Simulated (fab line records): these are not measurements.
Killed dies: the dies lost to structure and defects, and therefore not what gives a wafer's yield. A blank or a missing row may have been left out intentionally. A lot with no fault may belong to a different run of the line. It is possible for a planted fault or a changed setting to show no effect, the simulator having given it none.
Lot-split experiment | flow rit-cmos | 23 wafers read from 5 lots, route of 202 steps

## THE SPLIT ITSELF
At RIT_PSD_HARDBAKE_07 (time 60 s), the setting temp-c was moved away from the recipe's 140 C on 8 of the 23 wafers read, by -2.5% to +2.7%. The other wafers ran this setting at the recipe's value.

Reading taken at the split's own step.

## THE READING
NOVOLAK_of_PSD_COAT_01.thk-nm (the simulator's own value, which no gauge read), in nm, at RIT_PSD_HARDBAKE_07 (time 60 s). There is no usual value for it anywhere in the file. Average 882.3 nm, standard deviation 1.9 nm, over the 15 wafers here run with the recipe.

wafer  | tool, chamber at the split | temp-c as run, C | against the recipe | NOVOLAK_of_PSD_COAT_01.thk-nm, nm | against lot-mates on the recipe
L074.1 | litho-track-04, 0          | 140              | recipe             | 880.6                             | -
L074.2 | litho-track-04, 0          | 143.8            | +2.7%              | 874.6                             | -6.4
L074.3 | litho-track-04, 0          | 140              | recipe             | 881.3                             | -
L074.4 | litho-track-04, 0          | 143.8            | +2.7%              | 876                               | -5.0
L074.6 | litho-track-04, 0          | 143.8            | +2.7%              | 878.2                             | -2.8
L077.2 | litho-track-04, 0          | 140              | recipe             | 883.9                             | -
L077.3 | litho-track-04, 0          | 140              | recipe             | 882.1                             | -
L077.4 | litho-track-04, 0          | 136.5            | -2.5%              | 890.3                             | +6.8
L077.5 | litho-track-04, 0          | 140              | recipe             | 884.5                             | -
L077.6 | litho-track-04, 0          | 136.5            | -2.5%              | 888                               | +4.5
L079.1 | litho-track-01, 0          | 137.2            | -2.0%              | 881.6                             | +3.1
L079.2 | litho-track-01, 0          | 140              | recipe             | 880.1                             | -
L079.3 | litho-track-01, 0          | 137.2            | -2.0%              | 880.9                             | +2.4
L079.4 | litho-track-01, 0          | 140              | recipe             | 876.8                             | -
L079.5 | litho-track-01, 0          | 137.2            | -2.0%              | 882.2                             | +3.8
L082.1 | litho-track-01, 0          | 140              | recipe             | 882.8                             | -
L082.2 | litho-track-01, 0          | 140              | recipe             | 883.3                             | -
L082.4 | litho-track-01, 0          | 140              | recipe             | 883.7                             | -
L082.5 | litho-track-01, 0          | 140              | recipe             | 883.4                             | -
L082.6 | litho-track-01, 0          | 140              | recipe             | 883.5                             | -
L085.2 | litho-track-04, 0          | 140              | recipe             | 881.9                             | -
L085.4 | litho-track-04, 0          | 140              | recipe             | 884                               | -
L085.5 | litho-track-04, 0          | 140              | recipe             | 882.2                             | -

THE FIT
A straight line over all 23 wafers: NOVOLAK_of_PSD_COAT_01.thk-nm changes by -1.73 nm for each +1% of temp-c; r = -0.72; the points scatter about the line by 2.5 nm.
The same after taking each lot's own level away (the mean of its wafers on the recipe; 23 wafers): -1.82 nm for each +1%; r = -0.93; scatter 1.1 nm.
Per that fit: largest temp-c move, reading shift of 4.9 nm.
The lots' own levels span 878.45 to 883.50 nm, that is 2.6 times the standard deviation above.
So the lot-to-lot level blurs the effect unless lot-mates are compared.
Check: -4.48 nm against its lot-mates is what the line predicts for one of the wafers moved furthest among these (+2.7%) when that wafer is left out of the fit. Against them it came out at -6.35 nm.

## FILE'S OWN FIT
NOVOLAK_of_PSD_COAT_01.thk-nm changes by -1.87 nm for each +1% of temp-c, r = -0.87.
